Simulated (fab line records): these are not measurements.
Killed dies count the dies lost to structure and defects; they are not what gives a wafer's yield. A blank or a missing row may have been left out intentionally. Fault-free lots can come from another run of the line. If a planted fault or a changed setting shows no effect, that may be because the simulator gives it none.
Problem report, 8D (eight disciplines) form, completed by code | flow berkeley cmos170 | the parts of the form that need people (team, actions taken, sign-off) are left out

1. WHAT IS WRONG
tilt deg at UCB170_PLDD_IMPLANT_08 reads a mean of 8.357 degrees on 6 wafers of 2 lots; wafers without a fault read 6.997 degrees with a standard deviation of 0.019. That is +72 standard deviations from the usual mean.
First seen on wafer L375.2, day 7 08:39, on implanter-04. The record holds 42 wafers of 14 lots with a number at this step. By rule, "out" or "out of limits" means more than 4 standard deviations away from the usual mean. The other wafers with a number count as sound.

2. WHAT IT IS AND WHAT IT IS NOT
question                    | is                     | is not
which readings at this step | tilt deg               | -
which lots                  | L375, L382             | L371, L372, L374, L376, L380, L384, L385, L389, L390, L391, L392, L393
which wafers of those lots  | all that have a number | -
read on which tools         | implanter-04           | implanter-01, implanter-03
when                        | from day 7 08:39       | up to then (15 sound wafers); but 21 sound wafers of L384, L385, L389, L390, L391, L392, L393 came after

3. SUSPECTS, AND WHAT RULES EACH OUT
Counting: a tool stays on the suspect list if, at a process step up to the reading, it processed all lots that are out and no sound lot following the first of them.
- implanter-04 at UCB170_PLDD_IMPLANT_08: ruled out as a lasting fault. The sound lots L393 went through it after L375, its earliest lot that is out (day 7 08:39).
Left after counting: nothing in the record.

4. THE CAUSE (what the simulator had put in)
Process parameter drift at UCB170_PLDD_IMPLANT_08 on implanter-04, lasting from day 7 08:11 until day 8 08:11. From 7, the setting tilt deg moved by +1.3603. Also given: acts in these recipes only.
Counting ruled it out, wrongly.

5. THE CHAIN OF EFFECTS, in route order
Each row: a reading where the mean over the struck wafers with a number is more than 3 standard deviations away from the usual. Only readings for which the record gives a usual standard deviation are gone through. hours: the time from each lot's start at the first step in this table that gives one to its start at this step, as a median over the lots. sigmas: the change in usual standard deviations.
hours | step                   | reading  | usual         | on struck wafers | change | sigmas
0     | UCB170_PLDD_IMPLANT_08 | tilt deg | 6.997 degrees | 8.357            | +1.360 | +72
Its process steps:
- UCB170_PLDD_IMPLANT_08
Readings that are blank on the struck wafers while sound wafers have them: PLDD_RS at UCB170_SDANNEAL_RS_MEAS_04.
Later steps that measure or inspect, where all struck wafers having a row at the step show a number for every such reading and not one has moved that far: UCB170_V1_THK_MEAS_01.

6. HOW IT WOULD HAVE BEEN CAUGHT EARLIER
In this record the first reading out of limits was taken at day 7 08:39, 0 hours after the fault began at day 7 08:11.
